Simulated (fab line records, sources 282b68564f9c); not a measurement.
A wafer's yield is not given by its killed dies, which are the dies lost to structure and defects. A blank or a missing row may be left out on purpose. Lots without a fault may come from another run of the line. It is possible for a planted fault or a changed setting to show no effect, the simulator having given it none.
Split-lot experiment -- flow ritCmos -- route with 202 steps; 5 lots, 23 wafers read

## SPLIT DETAILS
At RIT_SPACER_ETCHBACK_05 (etches Si3N4 in SF6/CHF3, stops on SiO2, target depth 250 nm, time 240 s), the setting timeS was moved away from the recipe's 240 s on 8 of the 23 wafers read, by -14.5% to +8.7%. For the rest of the wafers, this setting stayed at what the recipe calls for.

Reading taken at the split's own step.

## THE READING
oesProductAu, in a.u., at RIT_SPACER_ETCHBACK_05 (etches Si3N4 in SF6/CHF3, stops on SiO2, target depth 250 nm, time 240 s). On this fab line, fault-free wafers typically give 0.840 a.u. with a standard deviation of 0.016 a.u.

wafer,"tool, chamber at the split","timeS as run, s",against the recipe,"oesProductAu, a.u.",against lot-mates on the recipe
L074.2,"rieDiel-01, 3",225.8,-5.9%,0.878,+0.047
L074.3,"rieDiel-01, 0",240,recipe,0.835,-
L074.4,"rieDiel-01, 2",225.8,-5.9%,0.870,+0.039
L074.5,"rieDiel-01, 3",225.8,-5.9%,0.889,+0.058
L074.6,"rieDiel-01, 2",240,recipe,0.828,-
L076.1,"rieDiel-03, 0",240,recipe,0.849,-
L076.2,"rieDiel-03, 3",240,recipe,0.835,-
L076.3,"rieDiel-03, 2",240,recipe,0.847,-
L076.4,"rieDiel-03, 1",240,recipe,0.824,-
L076.5,"rieDiel-03, 3",240,recipe,0.839,-
L077.1,"rieDiel-01, 3",240,recipe,0.836,-
L077.2,"rieDiel-01, 0",205.1,-14.5%,0.927,+0.090
L077.4,"rieDiel-01, 1",240,recipe,0.836,-
L077.5,"rieDiel-01, 3",205.1,-14.5%,0.937,+0.100
L077.6,"rieDiel-01, 2",240,recipe,0.840,-
L082.1,"rieDiel-04, 1",240,recipe,0.843,-
L082.2,"rieDiel-04, 2",240,recipe,0.854,-
L082.3,"rieDiel-04, 0",240,recipe,0.857,-
L083.1,"rieDiel-01, 3",261,+8.7%,0.819,-0.008
L083.3,"rieDiel-01, 2",240,recipe,0.828,-
L083.4,"rieDiel-01, 2",261,+8.7%,0.820,-0.007
L083.5,"rieDiel-01, 3",240,recipe,0.826,-
L083.6,"rieDiel-01, 0",261,+8.7%,0.813,-0.014

THE FIT
A straight line over all 23 wafers: oesProductAu changes by -0.00511 a.u. for each +1% of timeS; r = -0.92; the points scatter about the line by 0.013 a.u.
The same after taking each lot's own level away (the mean of its wafers on the recipe; 23 wafers): -0.00484 a.u. for each +1%; r = -0.89; scatter 0.015 a.u.
On that fit, the largest move of timeS shifts the reading by 0.07 a.u.
From 0.8270 to 0.8513 a.u.: that is the span of the lots' own levels, equal to 1.5 times the standard deviation above.
So the lot-to-lot level changes the slope little: the two slopes agree.
Check: with one of the wafers moved furthest among these (-14.5%) left out of the fit, the line predicts +0.0749 a.u. for it against its lot-mates. It came out at +0.0897 a.u. against them.
Tool readings at the split's step, against how far the setting was moved: oesProductAu r = -0.92.

## THE OTHER SPLITS THESE WAFERS WENT THROUGH
These wafers also went through other splits before the reading. Each is held against what the fit with the lots' levels taken away leaves over:
other split on the same wafers,wafers away from the commonest value,r with oesProductAu (lot level and that fit taken away)
RIT_GATE_DEVELOP_15 developTimeS,6,+0.27
RIT_NLDD_IMPLANT_08 energyKev,6,-0.17

## THE WHOLE CHAIN: every reading that the file lists as answering this split, in the file's order
step,what it does,reading,change (the file's fit),r (the file's)
RIT_SPACER_ETCHBACK_05,"etches Si3N4 in SF6/CHF3, stops on SiO2, target depth 250 nm, time 240 s",oesProductAu,-0.00539 a.u. for each +1% of the setting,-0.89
RIT_SPACER_ETCHBACK_05,"etches Si3N4 in SF6/CHF3, stops on SiO2, target depth 250 nm, time 240 s","poly-Si_of_GATE_CVD_08.thkNm (the simulator's own value, which no gauge read)",-0.647 nm for each +1% of the setting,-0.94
RIT_SPACER_ETCHBACK_05,"etches Si3N4 in SF6/CHF3, stops on SiO2, target depth 250 nm, time 240 s","Si3N4_of_SPACER_CVD_03.thkNm (the simulator's own value, which no gauge read)",-0.595 nm for each +1% of the setting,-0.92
RIT_M1_PROBE_99,,"etest.pplusSal.widthNm (the simulator's own value, which no gauge read)",+6.19 nm for each +1% of the setting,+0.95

## FILE'S OWN FIT
oesProductAu changes by -0.00539 a.u. for each +1% of timeS, r = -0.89.
